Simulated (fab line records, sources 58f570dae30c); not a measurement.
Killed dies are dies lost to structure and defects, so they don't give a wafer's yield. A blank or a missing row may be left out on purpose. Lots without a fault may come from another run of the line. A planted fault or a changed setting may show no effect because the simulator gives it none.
fab line records | flow berkeley_cmos170
record lots=14 wafers=42 last_day=11
route steps=331 shown PFIELD@86 NVT@113 SPACER@174 NSD@193
lots that met no fault: from a run of the same line without faults
start_h: hours from the record's first day to the start of the lot's first wafer shown | wait_h: hours since the lot's step before | " the same as in the row above | L1.1+2: a row that stands for several wafers | - no value, or no start given | * or withheld: withheld | < > ~ a bound
route shown NAME@n: a module of which the file shows steps, and the number in the route of the first | usual: mean/standard deviation of fault-free wafers | same: alike in all rows | chamber/n: place in a boat | sites: the reading at each site | _std_site: their standard deviation | _edge_site: outer sites' mean less inner sites' | radius_mm: how far each site lies from the wafer's centre | mask NAME#n: copy n | behind: the tool/chamber that last shaped the wafer | hold: why the lot was held/for how many hours/how that ended | device: the transistor (n, p or np) that didn't switch | end of line: the same wafers' tests at the end of the route | a step without rows: its recipe alone | killed: dies lost to structure and defects at the first sort, not the wafer's yield | map: a wafer's dies, x killed, . not, _ none there
set.NAME: the setting as run; set.NAME@STEP: as run at that earlier step | model.NAME: the simulator's own value behind a step, which no gauge read
steps of the route over a sample of lots; a table a step, a row a wafer
services: from which hour (start_h, from the record's first day; less than 0 if before it) a tool's chamber was out of use, for how many hours, and why
## steps
# step UCB170_PFIELD_IMPLANT_07
# recipe species=B dose_cm2=2e+13 energy_kev=80 tilt_deg=7
# usual dose_ions_cm2=2e+13/2.4e+10 faraday_current_uA=63.5/1.3
# columns lot.wafer tool chamber start_h wait_h dose_ions_cm2 faraday_current_uA
L164.1 implanter-03 0 83.67 0.0 1.9996e+13 62.1
L164.4 " 0 " " 1.9985e+13 61.7
L164.5 " 0 " " 1.9978e+13 63.7
L165.2 implanter-02 0 90.01 0.0 1.995e+13 63.5
L165.5 " 0 " " 2.002e+13 63.8
L165.6 " 0 " " 1.9948e+13 65.0
L166.1 implanter-03 0 97.80 0.0 2.0001e+13 63.2
L166.4 " 0 " " 2.0016e+13 62.7
L166.5 " 0 " " 1.9994e+13 64.5
L168.1 implanter-03 0 105.02 0.0 2.0001e+13 66.9
L168.2 " 0 " " 1.9991e+13 63.9
L168.3 " 0 " " 2.0011e+13 63.5
L169.1 implanter-02 0 117.83 0.0 2.001e+13 64.0
L169.2 " 0 " " 2.0013e+13 62.7
L169.4 " 0 " " 1.9982e+13 64.0
L170.2 implanter-04 0 121.63 0.0 2.0061e+13 62.5
L170.3 " 0 " " 2.0017e+13 65.1
L170.5 " 0 " " 2.0037e+13 63.9
L172.1 implanter-04 0 130.93 0.0 1.9974e+13 62.5
L172.5 " 0 " " 1.9974e+13 64.2
L172.6 " 0 " " 1.9994e+13 63.7
L175.2 implanter-04 0 141.90 0.0 1.9999e+13 63.9
L175.5 " 0 " " 2.0011e+13 61.6
L175.6 " 0 " " 2.0018e+13 63.7
L176.1 implanter-02 0 156.48 0.0 2.0008e+13 65.1
L176.4 " 0 " " 1.9992e+13 62.7
L176.5 " 0 " " 2.0017e+13 62.5
L177.1 implanter-04 0 156.64 0.0 2.0031e+13 64.1
L177.4 " 0 " " 2.0019e+13 64.5
L177.5 " 0 " " 2.0048e+13 62.8
L179.1 implanter-04 0 166.10 0.0 1.1443e+13 36.9
L179.2 " 0 " " 1.1428e+13 35.0
L179.6 " 0 " " 1.1439e+13 36.9
L180.2 implanter-04 0 171.77 0.0 1.1506e+13 37.8
L180.4 " 0 " " 1.1472e+13 35.8
L180.6 " 0 " " 1.1477e+13 37.4
L184.1 implanter-03 0 188.83 0.0 2.0016e+13 62.6
L184.3 " 0 " " 2.003e+13 62.0
L184.5 " 0 " " 2.0014e+13 64.2
L185.1 implanter-03 0 189.99 0.0 1.9983e+13 63.7
L185.4 " 0 " " 1.9978e+13 62.0
L185.6 " 0 " " 1.9977e+13 65.1
# step UCB170_PFIELD_TW_MEAS_09
# usual PFIELD_TW=605/4.7
# columns lot.wafer tool chamber start_h wait_h PFIELD_TW
L164.1 film_metro-03 - 83.92 0.1 599
L164.4 " - " " 595
L164.5 " - " " 600
L165.2 film_metro-01 - 90.24 0.1 606
L165.5 " - " " 605
L165.6 " - " " 605
L166.1 film_metro-03 - 98.05 0.1 604
L166.4 " - " " 603
L166.5 " - " " 603
L168.1 film_metro-02 - 105.27 0.1 602
L168.2 " - " " 603
L168.3 " - " " 602
L169.1 film_metro-03 - 118.09 0.1 601
L169.2 " - " " 603
L169.4 " - " " 600
L170.2 film_metro-03 - 121.86 0.1 602
L170.3 " - " " 603
L170.5 " - " " 601
L172.1 film_metro-03 - 131.18 0.1 600
L172.5 " - " " 603
L172.6 " - " " 604
L175.2 film_metro-02 - 142.14 0.1 606
L175.5 " - " " 606
L175.6 " - " " 606
L176.1 film_metro-02 - 156.73 0.1 604
L176.4 " - " " 607
L176.5 " - " " 608
L177.1 film_metro-02 - 156.89 0.1 608
L177.4 " - " " 609
L177.5 " - " " 609
L179.1 film_metro-01 - 166.35 0.1 514
L179.2 " - " " 516
L179.6 " - " " 515
L180.2 film_metro-03 - 172.00 0.1 502
L180.4 " - " " 504
L180.6 " - " " 504
L184.1 film_metro-01 - 189.08 0.1 611
L184.3 " - " " 612
L184.5 " - " " 612
L185.1 film_metro-02 - 190.24 0.1 604
L185.4 " - " " 609
L185.6 " - " " 605
# step UCB170_NVT_TW_MEAS_09
# usual NVT_TW=528/4.7
# columns lot.wafer tool chamber start_h wait_h NVT_TW
L164.1 film_metro-01 - 115.08 0.1 533
L164.4 " - " " 534
L164.5 " - " " 534
L165.2 film_metro-01 - 122.19 0.1 536
L165.5 " - " " 536
L165.6 " - " " 535
L166.1 film_metro-02 - 132.01 0.1 527
L166.4 " - " " 526
L166.5 " - " " 524
L168.1 film_metro-03 - 139.75 0.1 525
L168.2 " - " " 523
L168.3 " - " " 525
L170.2 film_metro-03 - 154.96 0.1 522
L170.3 " - " " 524
L170.5 " - " " 523
L169.1 film_metro-01 - 155.17 0.1 532
L169.2 " - " " 531
L169.4 " - " " 534
L172.1 film_metro-02 - 161.09 0.1 528
L172.5 " - " " 532
L172.6 " - " " 528
L175.2 film_metro-03 - 174.16 0.1 524
L175.5 " - " " 522
L175.6 " - " " 525
L176.1 film_metro-01 - 181.46 0.1 536
L176.4 " - " " 537
L176.5 " - " " 539
L177.1 film_metro-01 - 182.45 0.1 534
L177.4 " - " " 535
L177.5 " - " " 537
L179.1 film_metro-03 - 191.57 0.1 525
L179.2 " - " " 525
L179.6 " - " " 521
L180.2 film_metro-03 - 198.66 0.1 524
L180.4 " - " " 522
L180.6 " - " " 524
L185.1 film_metro-02 - 216.28 0.1 524
L185.4 " - " " 525
L185.6 " - " " 527
L184.1 film_metro-02 - 216.49 0.1 524
L184.3 " - " " 524
L184.5 " - " " 527
# step UCB170_SPACER_ETCHBACK_03
# recipe stop_on=Si target=SiO2 chemistry=CHF3/CF4/Ar CHF3_flow_sccm=50 cf4_flow_sccm=10 Ar_flow_sccm=120 pressure_mtorr=200 rf_w=500 target_depth_a=3760 time_s=100
# usual cf4_flow_sccm=10.002/0.03 drypump_motor_current_A=5.8/0.32 oes_product_au=0.903/0.017 throttle_valve_pct=6.45/0.13
# columns lot.wafer tool chamber start_h wait_h cf4_flow_sccm drypump_motor_current_A oes_product_au rf_hours_counter_h throttle_valve_pct
L164.1 rie_diel-01 1 140.00 0.0 9.976 5.5 0.906 10 6.38
L164.4 " 3 " " 10.073 6.1 0.922 2 6.70
L164.5 " 0 " " 9.976 5.3 0.905 - 6.61
L165.2 rie_diel-01 2 150.62 0.0 9.965 5.8 0.893 154 6.25
L165.5 " 2 " " 9.976 5.8 0.893 - 6.27
L165.6 " 1 " " 10.020 5.5 0.908 - 6.38
L166.1 rie_diel-04 2 160.07 0.0 10.001 5.9 0.900 10 6.58
L166.4 " 1 " " 9.996 5.7 0.899 93 6.53
L166.5 " 2 " " 10.019 6.0 0.911 - 6.58
L168.1 rie_diel-02 1 166.92 0.0 9.939 5.7 0.872 10 6.34
L168.2 " 3 " " 10.026 5.6 0.912 69 6.40
L168.3 " 2 " " 10.020 5.8 0.878 19 6.45
L169.1 rie_diel-01 3 178.46 0.0 10.013 6.1 0.917 4 6.69
L169.2 " 1 " " 10.020 5.5 0.904 12 6.38
L169.4 " 1 " " 9.957 5.5 0.929 - 6.39
L170.2 rie_diel-04 0 178.46 0.0 10.024 5.6 0.896 54 6.39
L170.3 " 1 " " 10.029 5.8 0.914 93 6.53
L170.5 " 0 " " 10.019 5.5 0.927 - 6.39
L172.1 rie_diel-02 1 181.31 0.0 9.976 5.7 0.887 11 6.34
L172.5 " 2 " " 9.995 5.8 0.890 - 6.43
L172.6 " 1 " " 10.008 5.7 0.897 - 6.35
L175.2 rie_diel-02 3 198.78 0.0 9.976 5.6 0.897 70 6.40
L175.5 " 3 " " 9.977 5.6 0.922 - 6.40
L175.6 " 2 " " 10.028 5.8 0.876 - 6.43
L176.1 rie_diel-04 3 203.33 0.0 10.074 6.5 0.875 3 6.27
L176.4 " 0 " " 10.019 5.6 0.893 56 6.38
L176.5 " 3 " " 10.050 6.5 0.886 - 6.27
L177.1 rie_diel-01 2 203.33 0.0 9.952 5.9 0.899 1 6.25
L177.4 " 0 " " 9.970 5.2 0.905 56 6.61
L177.5 " 2 " " 9.963 5.9 0.915 - 6.27
L179.1 rie_diel-02 0 214.97 0.0 9.974 6.1 0.926 46 6.45
L179.2 " 1 " " 9.966 5.7 0.889 13 6.34
L179.6 " 2 " " 9.986 5.8 0.892 - 6.44
L180.2 rie_diel-02 3 221.44 0.0 10.023 5.6 0.905 72 6.40
L180.4 " 0 " " 9.980 6.1 0.926 46 6.45
L180.6 " 0 " " 9.987 6.1 0.929 - 6.46
L185.1 rie_diel-01 3 239.77 0.0 9.986 6.1 0.915 6 6.71
L185.4 " 0 " " 10.021 5.2 0.902 - 6.62
L185.6 " 3 " " 10.020 6.1 0.933 - 6.67
L184.1 rie_diel-02 1 239.84 0.1 10.047 5.7 0.885 15 6.34
L184.3 " 3 " " 9.993 5.6 0.909 73 6.41
L184.5 " 3 " " 10.019 5.6 0.921 - 6.40
# step UCB170_NSD_CD_MEAS_06
# recipe target_cd_nm=1200
# usual cd_nm=1200.2/1.4
# columns lot.wafer tool chamber start_h wait_h cd_nm
L164.1 cd_sem-01 - 142.93 - 1201.7
L164.4 " - " " 1201.4
L164.5 " - " " 1202.0
L165.2 cd_sem-01 - 154.41 - 1202.3
L165.5 " - " " 1200.5
L165.6 " - " " 1201.0
L166.1 cd_sem-01 - 164.15 - 1198.4
L166.4 " - " " 1200.0
L166.5 " - " " 1199.9
L168.1 cd_sem-02 - 171.22 - 1199.4
L168.2 " - " " 1200.7
L168.3 " - " " 1198.9
L169.1 cd_sem-01 - 181.26 - 1199.8
L169.2 " - " " 1199.9
L169.4 " - " " 1198.6
L170.2 cd_sem-02 - 181.91 - 1200.8
L170.3 " - " " 1201.5
L170.5 " - " " 1201.8
L172.1 cd_sem-02 - 185.43 - 1202.9
L172.5 " - " " 1202.2
L172.6 " - " " 1202.1
L175.2 cd_sem-02 - 201.74 - 1199.5
L175.5 " - " " 1201.0
L175.6 " - " " 1200.7
L177.1 cd_sem-01 - 207.23 - 1201.3
L177.4 " - " " 1199.1
L177.5 " - " " 1201.0
L176.1 cd_sem-02 - 207.35 - 1199.6
L176.4 " - " " 1200.4
L176.5 " - " " 1198.8
L179.1 cd_sem-02 - 220.31 - 1200.3
L179.2 " - " " 1200.1
L179.6 " - " " 1199.7
L180.2 cd_sem-02 - 224.56 - 1197.1
L180.4 " - " " 1197.2
L180.6 " - " " 1198.9
L185.1 cd_sem-02 - 242.59 - 1200.6
L185.4 " - " " 1200.1
L185.6 " - " " 1200.0
L184.1 cd_sem-02 - 244.04 - 1203.2
L184.3 " - " " 1204.6
L184.5 " - " " 1203.1
## services
# columns tool chamber start_h hours kind
rie_diel-04 - 70.01 14.6 pm
rie_diel-02 3 83.02 33.4 repair
implanter-04 - 89.64 3.9 repair
rie_diel-04 2 99.20 8.6 repair
rie_diel-02 2 99.27 30.9 repair
implanter-04 - 102.81 2.6 repair
implanter-04 - 108.12 5.3 pm
rie_diel-02 0 121.29 13.2 repair
rie_diel-04 2 142.95 1.4 repair
implanter-03 - 143.25 1.3 repair
implanter-04 - 143.95 3.3 repair
implanter-02 - 169.67 2.8 repair
implanter-02 - 176.68 1.2 repair
rie_diel-02 0 180.42 9.3 repair
implanter-03 - 190.14 2.4 pm
rie_diel-02 0 202.64 1.3 repair
implanter-02 - 206.34 3.1 repair
rie_diel-01 - 216.77 14.6 pm
implanter-02 - 225.37 3.0 repair
rie_diel-01 2 232.90 12.3 repair
rie_diel-02 2 233.91 2.1 repair
implanter-02 - 234.40 3.2 repair
rie_diel-02 1 235.18 3.6 repair
rie_diel-02 - 238.27 0.1 repair
## key
first_sign step=UCB170_PFIELD_IMPLANT_07 reading=dose_ions_cm2 direction=down sigmas=99+ usual=2e+13 struck=1.1461e+13
effect step=UCB170_PFIELD_IMPLANT_07 reading=faraday_current_uA direction=down sigmas=21 usual=63.5 struck=36.6
effect step=UCB170_PFIELD_TW_MEAS_09 reading=PFIELD_TW direction=down sigmas=20 usual=605 struck=509
met_at UCB170_PFIELD_IMPLANT_07
struck_lots L179,L180
tester_left_out L179,L180
not_acting_at UCB170_NVT_TW_MEAS_09,UCB170_SPACER_ETCHBACK_03,UCB170_NSD_CD_MEAS_06
onset_between 156.64 166.10
fault kind=process_parameter_drift tool=implanter-04 chamber=- onset_h=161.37 steps=UCB170_PFIELD_IMPLANT_07 channel=dose_cm2 offset=-8.5318e+12 shape=step end_h=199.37 acts_in=these_recipes_only stated=2e+13
# tester_left_out: of these lots the tester's yield and bins aren't shown, on N5 and GAA mostly nor the transistor test; their killed dies are dies lost to structure and defects alone, not to doping, threshold or leakage, so they don't give the yield
